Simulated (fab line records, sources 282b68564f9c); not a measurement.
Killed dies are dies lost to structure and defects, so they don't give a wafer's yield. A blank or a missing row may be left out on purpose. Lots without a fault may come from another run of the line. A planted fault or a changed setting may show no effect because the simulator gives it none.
fab line records | flow rit_cmos
record lots=14 wafers=42 last_day=7
route steps=202 shown PRETRO@72 M1@202
lots that met no fault: from a run of the same line without faults
start_h: hours from the record's first day to the start of the lot's first wafer shown | wait_h: hours since the lot's step before | " the same as in the row above | L1.1+2: a row that stands for several wafers | - no value, or no start given | * or withheld: withheld | < > ~ a bound
route shown NAME@n: a module of which the file shows steps, and the number in the route of the first | usual: mean/standard deviation of fault-free wafers | same: alike in all rows | chamber/n: place in a boat | sites: the reading at each site | _std_site: their standard deviation | _edge_site: outer sites' mean less inner sites' | radius_mm: how far each site lies from the wafer's centre | mask NAME#n: copy n | behind: the tool/chamber that last shaped the wafer | hold: why the lot was held/for how many hours/how that ended | device: the transistor (n, p or np) that didn't switch | end of line: the same wafers' tests at the end of the route | a step without rows: its recipe alone | killed: dies lost to structure and defects at the first sort, not the wafer's yield | map: a wafer's dies, x killed, . not, _ none there
set.NAME: the setting as run; set.NAME@STEP: as run at that earlier step | model.NAME: the simulator's own value behind a step, which no gauge read
steps of the route over a sample of lots; a table a step, a row a wafer
services: from which hour (start_h, from the record's first day; less than 0 if before it) a tool's chamber was out of use, for how many hours, and why
## steps
# step RIT_PRETRO_IMPLANT_08
# recipe species=B energy_kev=45 dose_cm2=1.2e+13 tilt_deg=7
# usual beam_energy_keV=44.998/0.013
# columns lot.wafer tool chamber start_h wait_h beam_energy_keV
L343.2 implanter-01 0 34.91 0.2 44.989
L343.5 " 0 " " 45.016
L343.6 " 0 " " 45.008
L345.2 implanter-02 0 44.18 0.2 44.982
L345.4 " 0 " " 45.000
L345.5 " 0 " " 44.998
L346.2 implanter-04 0 49.08 0.2 45.001
L346.4 " 0 " " 44.985
L346.6 " 0 " " 44.986
L347.1 implanter-02 0 54.27 0.2 44.993
L347.4 " 0 " " 45.001
L347.6 " 0 " " 45.012
L348.1 implanter-02 0 57.59 0.2 45.006
L348.3 " 0 " " 44.991
L348.6 " 0 " " 44.990
L349.3 implanter-04 0 62.92 0.2 44.988
L349.4 " 0 " " 45.007
L349.6 " 0 " " 45.016
L350.2 implanter-01 0 69.64 0.2 45.005
L350.5 " 0 " " 44.992
L350.6 " 0 " " 44.999
L351.1 implanter-02 0 74.70 0.2 45.013
L351.3 " 0 " " 45.020
L351.6 " 0 " " 45.002
L354.2 implanter-04 0 88.14 0.2 44.996
L354.3 " 0 " " 44.983
L354.6 " 0 " " 45.002
L355.1 implanter-01 0 94.02 0.2 44.984
L355.5 " 0 " " 44.979
L355.6 " 0 " " 44.988
L361.1 implanter-01 0 122.80 0.2 54.901
L361.4 " 0 " " 54.907
L361.6 " 0 " " 54.904
L362.2 implanter-04 0 127.69 0.2 44.985
L362.4 " 0 " " 44.995
L362.6 " 0 " " 44.987
L364.2 implanter-01 0 137.37 0.2 54.897
L364.4 " 0 " " 54.880
L364.6 " 0 " " 54.910
L365.2 implanter-04 0 143.06 0.2 44.996
L365.4 " 0 " " 44.994
L365.6 " 0 " " 44.979
# step RIT_PRETRO_TW_MEAS_10
# usual PRETRO_TW=477/3.9
# columns lot.wafer tool chamber start_h wait_h PRETRO_TW
L343.2 film_metro-03 - 35.22 0.1 474
L343.5 " - " " 477
L343.6 " - " " 475
L345.2 film_metro-03 - 44.49 0.1 476
L345.4 " - " " 474
L345.5 " - " " 473
L346.2 film_metro-03 - 49.39 0.1 478
L346.4 " - " " 478
L346.6 " - " " 479
L347.1 film_metro-01 - 54.59 0.1 480
L347.4 " - " " 482
L347.6 " - " " 482
L348.1 film_metro-02 - 57.91 0.1 473
L348.3 " - " " 474
L348.6 " - " " 473
L349.3 film_metro-01 - 63.21 0.1 479
L349.4 " - " " 484
L349.6 " - " " 480
L350.2 film_metro-02 - 69.95 0.1 468
L350.5 " - " " 469
L350.6 " - " " 471
L351.1 film_metro-01 - 75.03 0.1 479
L351.3 " - " " 481
L351.6 " - " " 480
L354.2 film_metro-02 - 88.45 0.1 470
L354.3 " - " " 475
L354.6 " - " " 471
L355.1 film_metro-01 - 94.34 0.1 483
L355.5 " - " " 482
L355.6 " - " " 482
L361.1 film_metro-03 - 123.13 0.1 493
L361.4 " - " " 494
L361.6 " - " " 494
L362.2 film_metro-02 - 128.00 0.1 474
L362.4 " - " " 474
L362.6 " - " " 471
L364.2 film_metro-01 - 137.68 0.1 495
L364.4 " - " " 494
L364.6 " - " " 495
L365.2 film_metro-02 - 143.37 0.1 474
L365.4 " - " " 473
L365.6 " - " " 472
# step RIT_M1_PROBE_99
# usual killed_at_M0_to_M3=0.0/0.12 killed_at_contacts=0.0/0.16 killed_at_front_end=7.1/2.7 killed_dies=7.2/2.7 killed_open=3.5/1.9 killed_short=3.6/1.9
# same gross_dies=264 killed_at_M4_up=0 killed_at_back_side=0 killed_at_other=0
# columns lot.wafer tool chamber start_h wait_h killed_at_M0_to_M3 killed_at_contacts killed_at_front_end killed_dies killed_open killed_short
L364.2 prober-01 - 163.04 0.1 0 0 10 10 5 4
L364.4 prober-01 - 163.14 0.2 0 0 10 10 7 2
L364.6 prober-01 - 163.24 0.2 0 0 6 6 3 3
# killed by level:class
L364.2 FOX1:geometric_particle:open=3 FOX1:geometric_particle:short=1 FOX2:geometric_particle:short=1 GATE:geometric_particle:short=1 REOX:geometric_particle:open=1 SPACER:geometric_particle:open=1 SPACER:geometric_particle:short=1 PRETRO:coat_microbubble_printed=1
L364.4 GATE:geometric_particle:open=2 SPACER:geometric_particle:open=2 FOX1:geometric_particle:open=1 GATE:geometric_particle:short=1 REOX:geometric_particle:open=1 SILICIDE:geometric_particle:open=1 SILICIDE:geometric_particle:short=1 PRETRO:coat_microbubble_printed=1
L364.6 FOX2:geometric_particle:open=1 FOX2:geometric_particle:short=1 GATE:geometric_particle:short=1 GATE:geometric_particle:open=1 REOX:geometric_particle:short=1 REOX:geometric_particle:open=1
## services
# columns tool chamber start_h hours kind
implanter-01 - 28.41 5.5 pm
implanter-01 - 105.08 2.3 pm
## key
first_sign step=RIT_PRETRO_IMPLANT_08 reading=beam_energy_keV direction=up sigmas=99+ usual=44.998 struck=54.900
effect step=RIT_PRETRO_TW_MEAS_10 reading=PRETRO_TW direction=up sigmas=4.3 usual=477 struck=494
met_at RIT_PRETRO_IMPLANT_08
struck_lots L361,L364
tester_left_out L361,L364
onset_between 94.02 122.80
fault kind=process_parameter_drift tool=implanter-01 chamber=- onset_h=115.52 steps=RIT_PRETRO_IMPLANT_08 channel=energy_kev offset=9.9 shape=step end_h=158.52 acts_in=these_recipes_only stated=45
# tester_left_out: of these lots the tester's yield and bins aren't shown, on N5 and GAA mostly nor the transistor test; their killed dies are dies lost to structure and defects alone, not to doping, threshold or leakage, so they don't give the yield
